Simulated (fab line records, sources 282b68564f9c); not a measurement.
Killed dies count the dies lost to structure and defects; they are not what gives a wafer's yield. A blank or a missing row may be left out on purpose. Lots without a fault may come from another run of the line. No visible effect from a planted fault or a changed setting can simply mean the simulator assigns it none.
Which tool is to blame? + flow ritCmos + Sampling: 15 lots, 45 wafers, 2 of 202 route steps

WHAT THE GAUGES READ, wafer by wafer
The record holds no reading of a measuring or inspecting step that can be judged against a usual standard deviation.

TOOL THAT RAN EACH LOT (tool first, then ch and the chambers of the sampled wafers, then the start)
| lot  | RIT_GATE_ETCH_19               | RIT_M1_PROBE_99        |
|------|--------------------------------|------------------------|
| L567 | rieSi-01 ch 1,2,3, day 2 17:52 | -                      |
| L568 | rieSi-02 ch 0,3, day 2 23:05   | -                      |
| L569 | rieSi-01 ch 0,1, day 2 23:28   | -                      |
| L570 | rieSi-02 ch 0,2, day 3 10:23   | -                      |
| L571 | rieSi-01 ch 0,1,3, day 3 12:18 | -                      |
| L573 | rieSi-02 ch 1,2,3, day 4 00:32 | -                      |
| L572 | rieSi-01 ch 2,3, day 4 00:46   | prober-02, day 4 23:22 |
| L575 | rieSi-01 ch 2,3, day 4 15:52   | prober-02, day 5 12:43 |
| L577 | rieSi-01 ch 0,1,2, day 4 21:08 | prober-02, day 5 19:06 |
| L582 | rieSi-02 ch 0,1, day 5 18:55   | prober-02, day 7 15:05 |
| L584 | rieSi-02 ch 0,2,3, day 6 07:41 | prober-01, day 7 15:08 |
| L586 | rieSi-02 ch 0,2, day 6 14:31   | prober-02, day 7 15:26 |
| L588 | rieSi-02 ch 0,2,3, day 7 06:02 | prober-01, day 8 03:08 |
| L589 | rieSi-01 ch 0,1,3, day 7 09:18 | prober-02, day 8 08:40 |
| L590 | rieSi-02 ch 0,1,2, day 7 18:37 | prober-02, day 8 20:47 |
- RIT_GATE_ETCH_19: etches poly-Si in SF6/CHF3/O2, stops on SiO2, time 165 s, target depth 312.5 nm.
- RIT_M1_PROBE_99

WHAT THE TOOLS THEMSELVES READ (means of the sampled wafers that have a number; where no wafer has one, the mark that the record gives instead)
RIT_GATE_ETCH_19. Usual: CHF3_flow_sccm 30.00 sccm, standard deviation 0.089; chamberPressureMTorr 40.00 mTorr, standard deviation 0.039; drypumpMotorCurrentA 5.9 A, standard deviation 0.42; oesProductAu 0.840 a.u., standard deviation 0.011; rfFwdPowerW 159.3 W, standard deviation 0.49; throttleValvePct 10.28 %, standard deviation 0.14.
| lot  | tool     | CHF3_flow_sccm (sccm) | chamberPressureMTorr (mTorr) | drypumpMotorCurrentA (A) | oesProductAu (a.u.) | rfFwdPowerW (W) | throttleValvePct (%) | flag |
|------|----------|-----------------------|------------------------------|--------------------------|---------------------|-----------------|----------------------|------|
| L567 | rieSi-01 | 30.15                 | 39.99                        | 5.7                      | 0.851               | 159.2           | 10.25                |      |
| L568 | rieSi-02 | 30.05                 | 40.03                        | 5.9                      | 0.844               | 159.8           | 10.19                |      |
| L569 | rieSi-01 | 29.87                 | 39.97                        | 5.6                      | 0.846               | 159.1           | 10.28                |      |
| L570 | rieSi-02 | 30.06                 | 39.99                        | 6.0                      | 0.850               | 159.4           | 10.19                |      |
| L571 | rieSi-01 | 30.01                 | 39.96                        | 5.5                      | 0.841               | 158.9           | 10.37                |      |
| L573 | rieSi-02 | 30.00                 | 40.00                        | 6.0                      | 0.835               | 159.5           | 10.27                |      |
| L572 | rieSi-01 | 30.09                 | 39.99                        | 6.1                      | 1.017               | 159.6           | 10.26                | OFF  |
| L575 | rieSi-01 | 30.05                 | 40.00                        | 5.6                      | 1.022               | 159.4           | 10.34                | OFF  |
| L577 | rieSi-01 | 30.09                 | 40.00                        | 5.9                      | 1.002               | 159.2           | 10.29                | OFF  |
| L582 | rieSi-02 | 29.98                 | 39.97                        | 5.8                      | 0.840               | 159.3           | 10.31                |      |
| L584 | rieSi-02 | 30.01                 | 39.96                        | 6.0                      | 0.840               | 159.5           | 10.21                |      |
| L586 | rieSi-02 | 30.00                 | 40.02                        | 6.0                      | 0.844               | 158.8           | 10.20                |      |
| L588 | rieSi-02 | 29.99                 | 39.98                        | 6.1                      | 0.840               | 159.4           | 10.21                |      |
| L589 | rieSi-01 | 29.96                 | 39.99                        | 5.4                      | 0.835               | 159.2           | 10.38                |      |
| L590 | rieSi-02 | 30.05                 | 39.99                        | 6.0                      | 0.835               | 159.4           | 10.27                |      |

RIT_M1_PROBE_99. Usual: killedAtContacts 0.1, standard deviation 0.23; killedAtFrontEnd 6, standard deviation 3.1; killedDies 6, standard deviation 3.1; killedOnRim 1.7, standard deviation 1.3; killedOpen 3.2, standard deviation 1.9; killedShort 3.2, standard deviation 2.1.
| lot  | tool      | killedAtContacts | killedAtFrontEnd | killedDies | killedOnRim | killedOpen | killedShort | flag |
|------|-----------|------------------|------------------|------------|-------------|------------|-------------|------|
| L572 | prober-02 | 0.0              | 264              | 264        | 70.0        | 2.0        | 2.3         | OFF  |
| L575 | prober-02 | 0.7              | 263              | 264        | 70.0        | 3.0        | 3.7         | OFF  |
| L577 | prober-02 | 0.0              | 264              | 264        | 70.0        | 4.3        | 4.3         | OFF  |
| L582 | prober-02 | 0.3              | 6                | 6          | 2.3         | 3.3        | 3.0         |      |
| L584 | prober-01 | 0.0              | 6                | 6          | 0.7         | 2.3        | 3.7         |      |
| L586 | prober-02 | 0.0              | 11               | 11         | 1.3         | 4.0        | 6.7         |      |
| L588 | prober-01 | 0.0              | 5                | 5          | 1.3         | 2.0        | 2.7         |      |
| L589 | prober-02 | 0.0              | 5                | 5          | 1.3         | 2.3        | 2.3         |      |
| L590 | prober-02 | 0.0              | 5                | 5          | 1.0         | 2.7        | 2.0         |      |

THE ANSWER, worked out from the rows above alone
Rule: a lot is off if the mean of its wafers that have a number lies more than 3 standard deviations from the usual mean. A lot without any number at a reading at which 4 lots or more have one is off too. Any other lot the step has rows for is counted as sound. After the gauges, taken in route order, come the tools' own readings; for these a lot's mean is taken, as printed above. At the first step where some lot is off, the reading lying furthest off is the one used; lots without a number count as furthest.
Off, at RIT_GATE_ETCH_19 on oesProductAu: L572, L575, L577.
A tool fits if, at that step or a process step before it, it ran every lot that is off, and no sound lot after the first of them. Not one of the candidates tried fits.

WHAT HAD BEEN PUT IN BY THE SIMULATOR
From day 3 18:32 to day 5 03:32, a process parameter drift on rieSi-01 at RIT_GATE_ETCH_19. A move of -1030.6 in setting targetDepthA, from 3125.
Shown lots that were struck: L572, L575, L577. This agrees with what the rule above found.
